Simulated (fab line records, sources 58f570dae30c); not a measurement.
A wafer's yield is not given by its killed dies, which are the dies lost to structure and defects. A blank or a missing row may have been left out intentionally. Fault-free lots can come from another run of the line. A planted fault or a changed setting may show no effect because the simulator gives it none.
What tool caused it? || flow berkeley_cmos170 || 14 lots with 42 wafers sampled at 5 steps, on a route of 331 steps

WHAT THE GAUGES SHOWED, per wafer
UCB170_PLDD_OVL_MEAS_07.
{"lot": "L372", "measured": "day 6 01:36", "on": "overlay-02", "PLDD_OVL (nm)": "-2 1 2"}
{"lot": "L371", "measured": "day 6 06:46", "on": "overlay-02", "PLDD_OVL (nm)": "0 4 -4"}
{"lot": "L374", "measured": "day 6 13:25", "on": "overlay-02", "PLDD_OVL (nm)": "-3 -6 5"}
{"lot": "L380", "measured": "day 7 07:42", "on": "overlay-02", "PLDD_OVL (nm)": "-2 -8 0"}
{"lot": "L376", "measured": "day 7 07:59", "on": "overlay-01", "PLDD_OVL (nm)": "-11 -9 -5"}
{"lot": "L375", "measured": "day 7 08:36", "on": "overlay-01", "PLDD_OVL (nm)": "-4 2 -5"}
{"lot": "L382", "measured": "day 7 21:07", "on": "overlay-01", "PLDD_OVL (nm)": "-10 -8 -12"}
{"lot": "L384", "measured": "day 8 03:26", "on": "overlay-01", "PLDD_OVL (nm)": "-9 -8 -14"}
{"lot": "L385", "measured": "day 8 19:40", "on": "overlay-02", "PLDD_OVL (nm)": "1 0 -6"}
{"lot": "L389", "measured": "day 9 06:38", "on": "overlay-02", "PLDD_OVL (nm)": "-10 -10 -13"}
{"lot": "L391", "measured": "day 9 19:14", "on": "overlay-01", "PLDD_OVL (nm)": "3 -3 9"}
{"lot": "L393", "measured": "day 10 09:25", "on": "overlay-01", "PLDD_OVL (nm)": "-8 -3 -2"}
{"lot": "L392", "measured": "day 10 09:40", "on": "overlay-01", "PLDD_OVL (nm)": "-3 6 -2"}
{"lot": "L390", "measured": "day 10 09:51", "on": "overlay-01", "PLDD_OVL (nm)": "-2 -15 -5"}

UCB170_SDANNEAL_RS_MEAS_04: the measuring method here is four-point-probe.
{"lot": "L372", "measured": "day 6 19:20", "on": "film_metro-02", "PLDD_RS (ohm/sq)": "1036 1036 1036"}
{"lot": "L371", "measured": "day 6 20:15", "on": "film_metro-01", "PLDD_RS (ohm/sq)": "1031 1028 1032"}
{"lot": "L374", "measured": "day 7 04:55", "on": "film_metro-03", "PLDD_RS (ohm/sq)": "1029 1030 1029"}
{"lot": "L380", "measured": "day 7 22:40", "on": "film_metro-01", "PLDD_RS (ohm/sq)": "1033 1032 1028"}
{"lot": "L376", "measured": "day 7 22:59", "on": "film_metro-03", "PLDD_RS (ohm/sq)": "1032 1033 1031"}
{"lot": "L375", "measured": "day 8 00:01", "on": "film_metro-03", "PLDD_RS (ohm/sq)": "- - -"}
{"lot": "L382", "measured": "day 8 09:38", "on": "film_metro-02", "PLDD_RS (ohm/sq)": "- - -"}
{"lot": "L384", "measured": "day 8 17:32", "on": "film_metro-03", "PLDD_RS (ohm/sq)": "1032 1033 1032"}
{"lot": "L385", "measured": "day 9 10:43", "on": "film_metro-01", "PLDD_RS (ohm/sq)": "1027 1026 1029"}
{"lot": "L389", "measured": "day 9 18:03", "on": "film_metro-01", "PLDD_RS (ohm/sq)": "1025 1031 1030"}
{"lot": "L391", "measured": "day 10 05:33", "on": "film_metro-03", "PLDD_RS (ohm/sq)": "1027 1028 1026"}
{"lot": "L393", "measured": "day 10 22:32", "on": "film_metro-03", "PLDD_RS (ohm/sq)": "1030 1032 1028"}
{"lot": "L392", "measured": "day 10 22:40", "on": "film_metro-02", "PLDD_RS (ohm/sq)": "1032 1032 1035"}
{"lot": "L390", "measured": "day 10 22:59", "on": "film_metro-03", "PLDD_RS (ohm/sq)": "1032 1034 1033"}

UCB170_V1_THK_MEAS_01.
{"lot": "L372", "measured": "day 7 07:25", "on": "film_metro-03", "V1_TEOS_THK (nm)": "1946 1980 1947"}
{"lot": "L371", "measured": "day 7 07:06", "on": "film_metro-01", "V1_TEOS_THK (nm)": "1922 1968 1992"}
{"lot": "L374", "measured": "day 7 21:15", "on": "film_metro-04", "V1_TEOS_THK (nm)": "1915 2016 1989"}
{"lot": "L380", "measured": "day 8 10:39", "on": "film_metro-03", "V1_TEOS_THK (nm)": "1966 1942 1998"}
{"lot": "L376", "measured": "day 8 10:41", "on": "film_metro-04", "V1_TEOS_THK (nm)": "2004 2008 1963"}
{"lot": "L375", "measured": "day 8 13:14", "on": "film_metro-01", "V1_TEOS_THK (nm)": "1937 1952 1974"}
{"lot": "L382", "measured": "day 8 23:29", "on": "film_metro-04", "V1_TEOS_THK (nm)": "1988 2020 2014"}
{"lot": "L384", "measured": "day 9 07:10", "on": "film_metro-01", "V1_TEOS_THK (nm)": "1995 1998 2039"}
{"lot": "L385", "measured": "day 9 22:46", "on": "film_metro-03", "V1_TEOS_THK (nm)": "1970 1997 1975"}
{"lot": "L389", "measured": "day 10 06:15", "on": "film_metro-01", "V1_TEOS_THK (nm)": "1939 2003 2042"}
{"lot": "L391", "measured": "day 10 19:06", "on": "film_metro-04", "V1_TEOS_THK (nm)": "2030 1968 1960"}
{"lot": "L393", "measured": "day 11 10:26", "on": "film_metro-03", "V1_TEOS_THK (nm)": "1989 1955 1936"}
{"lot": "L392", "measured": "day 11 10:29", "on": "film_metro-01", "V1_TEOS_THK (nm)": "1969 1939 1999"}
{"lot": "L390", "measured": "day 11 10:35", "on": "film_metro-04", "V1_TEOS_THK (nm)": "2009 1916 1926"}

WHICH TOOL RAN EACH LOT (tool, then ch and the chambers of the sampled wafers, then the start)
{"lot": "L372", "UCB170_PLDD_IMPLANT_08": "implanter-01 ch 0, day 6 01:40", "UCB170_CONTACT_RTA_08": "rtp_anneal-02 ch 0, day 7 00:40"}
{"lot": "L371", "UCB170_PLDD_IMPLANT_08": "implanter-04 ch 0, day 6 06:49", "UCB170_CONTACT_RTA_08": "rtp_anneal-02 ch 0, day 7 00:00"}
{"lot": "L374", "UCB170_PLDD_IMPLANT_08": "implanter-01 ch 0, day 6 13:29", "UCB170_CONTACT_RTA_08": "rtp_anneal-02 ch 0, day 7 10:56"}
{"lot": "L380", "UCB170_PLDD_IMPLANT_08": "implanter-04 ch 0, day 7 07:44", "UCB170_CONTACT_RTA_08": "rtp_anneal-01 ch 0, day 8 02:44"}
{"lot": "L376", "UCB170_PLDD_IMPLANT_08": "implanter-01 ch 0, day 7 08:01", "UCB170_CONTACT_RTA_08": "rtp_anneal-02 ch 0, day 8 02:49"}
{"lot": "L375", "UCB170_PLDD_IMPLANT_08": "implanter-04 ch 0, day 7 08:39", "UCB170_CONTACT_RTA_08": "rtp_anneal-01 ch 0, day 8 04:32"}
{"lot": "L382", "UCB170_PLDD_IMPLANT_08": "implanter-04 ch 0, day 7 21:10", "UCB170_CONTACT_RTA_08": "rtp_anneal-02 ch 0, day 8 13:10"}
{"lot": "L384", "UCB170_PLDD_IMPLANT_08": "implanter-03 ch 0, day 8 03:30", "UCB170_CONTACT_RTA_08": "rtp_anneal-02 ch 0, day 8 21:17"}
{"lot": "L385", "UCB170_PLDD_IMPLANT_08": "implanter-01 ch 0, day 8 19:45", "UCB170_CONTACT_RTA_08": "rtp_anneal-02 ch 0, day 9 15:05"}
{"lot": "L389", "UCB170_PLDD_IMPLANT_08": "implanter-01 ch 0, day 9 06:40", "UCB170_CONTACT_RTA_08": "rtp_anneal-01 ch 0, day 10 00:13"}
{"lot": "L391", "UCB170_PLDD_IMPLANT_08": "implanter-01 ch 0, day 9 19:20", "UCB170_CONTACT_RTA_08": "rtp_anneal-02 ch 0, day 10 08:55"}
{"lot": "L393", "UCB170_PLDD_IMPLANT_08": "implanter-04 ch 0, day 10 09:29", "UCB170_CONTACT_RTA_08": "rtp_anneal-01 ch 0, day 11 01:55"}
{"lot": "L392", "UCB170_PLDD_IMPLANT_08": "implanter-03 ch 0, day 10 09:43", "UCB170_CONTACT_RTA_08": "rtp_anneal-02 ch 0, day 11 02:04"}
{"lot": "L390", "UCB170_PLDD_IMPLANT_08": "implanter-01 ch 0, day 10 09:55", "UCB170_CONTACT_RTA_08": "rtp_anneal-01 ch 0, day 11 04:01"}
- UCB170_PLDD_IMPLANT_08
- UCB170_CONTACT_RTA_08: time 10 s.

AS READ BY THE TOOLS THEMSELVES (means over the sampled wafers that have a number; for cases with no such wafer, the mark the record gives instead)
UCB170_PLDD_IMPLANT_08.
{"lot": "L372", "tool": "implanter-01", "tilt_deg (degrees)": 7.021}
{"lot": "L371", "tool": "implanter-04", "tilt_deg (degrees)": 6.981}
{"lot": "L374", "tool": "implanter-01", "tilt_deg (degrees)": 6.988}
{"lot": "L380", "tool": "implanter-04", "tilt_deg (degrees)": 7.001}
{"lot": "L376", "tool": "implanter-01", "tilt_deg (degrees)": 6.990}
{"lot": "L375", "tool": "implanter-04", "tilt_deg (degrees)": 8.359}
{"lot": "L382", "tool": "implanter-04", "tilt_deg (degrees)": 8.355}
{"lot": "L384", "tool": "implanter-03", "tilt_deg (degrees)": 7.016}
{"lot": "L385", "tool": "implanter-01", "tilt_deg (degrees)": 6.984}
{"lot": "L389", "tool": "implanter-01", "tilt_deg (degrees)": 6.993}
{"lot": "L391", "tool": "implanter-01", "tilt_deg (degrees)": 7.017}
{"lot": "L393", "tool": "implanter-04", "tilt_deg (degrees)": 6.994}
{"lot": "L392", "tool": "implanter-03", "tilt_deg (degrees)": 7.027}
{"lot": "L390", "tool": "implanter-01", "tilt_deg (degrees)": 6.991}

UCB170_CONTACT_RTA_08.
{"lot": "L372", "tool": "rtp_anneal-02", "lamp_power_pct (%)": 22.4, "wafer_temp_C_max": 903.3}
{"lot": "L371", "tool": "rtp_anneal-02", "lamp_power_pct (%)": 22.4, "wafer_temp_C_max": 903.2}
{"lot": "L374", "tool": "rtp_anneal-02", "lamp_power_pct (%)": 22.4, "wafer_temp_C_max": 903.7}
{"lot": "L380", "tool": "rtp_anneal-01", "lamp_power_pct (%)": 25.9, "wafer_temp_C_max": 904.3}
{"lot": "L376", "tool": "rtp_anneal-02", "lamp_power_pct (%)": 22.4, "wafer_temp_C_max": 903.7}
{"lot": "L375", "tool": "rtp_anneal-01", "lamp_power_pct (%)": 25.9, "wafer_temp_C_max": 904.7}
{"lot": "L382", "tool": "rtp_anneal-02", "lamp_power_pct (%)": 22.4, "wafer_temp_C_max": 904.0}
{"lot": "L384", "tool": "rtp_anneal-02", "lamp_power_pct (%)": 22.4, "wafer_temp_C_max": 903.0}
{"lot": "L385", "tool": "rtp_anneal-02", "lamp_power_pct (%)": 22.4, "wafer_temp_C_max": 903.2}
{"lot": "L389", "tool": "rtp_anneal-01", "lamp_power_pct (%)": 25.9, "wafer_temp_C_max": 904.8}
{"lot": "L391", "tool": "rtp_anneal-02", "lamp_power_pct (%)": 22.4, "wafer_temp_C_max": 904.0}
{"lot": "L393", "tool": "rtp_anneal-01", "lamp_power_pct (%)": 25.8, "wafer_temp_C_max": 903.7}
{"lot": "L392", "tool": "rtp_anneal-02", "lamp_power_pct (%)": 22.4, "wafer_temp_C_max": 903.7}
{"lot": "L390", "tool": "rtp_anneal-01", "lamp_power_pct (%)": 25.9, "wafer_temp_C_max": 904.3}

THE ANSWER, worked out from the rows above alone
Rule: the lots themselves supply what counts as usual. Put in order of their means at a reading, lots are off if they are a third of the lots or fewer, leave a main group of 4 or more, and stand apart from it by a gap of 3 or more times the standard deviation of the main group's means; of several such gaps the widest counts. Not used: any main group whose means are identical at the precision the tables above print for the reading. Also off: a lot with no number at a reading for which 4 or more lots have one. Any other lot the step has rows for is counted as sound. The gauges are gone through in route order, then the tools' own readings, and for those a lot's mean is taken as printed above. At the first step where some lot is off, the reading lying furthest off is the one used; lots without a number count as furthest.
Off: L375, L382, seen at UCB170_SDANNEAL_RS_MEAS_04 (PLDD_RS). Without a number there: L375, L382. The main group: mean 1031 ohm/sq, standard deviation 2.5.
A tool fits if, at a process step before that reading, it ran every lot that is off, and no sound lot after the first of them. Not tried: the gauges at UCB170_SDANNEAL_RS_MEAS_04; whatever is off there is also off at UCB170_PLDD_IMPLANT_08, on other tools, and gauge error can't account for it. None of those tried fits.

WHAT THE SIMULATOR HAD INSERTED
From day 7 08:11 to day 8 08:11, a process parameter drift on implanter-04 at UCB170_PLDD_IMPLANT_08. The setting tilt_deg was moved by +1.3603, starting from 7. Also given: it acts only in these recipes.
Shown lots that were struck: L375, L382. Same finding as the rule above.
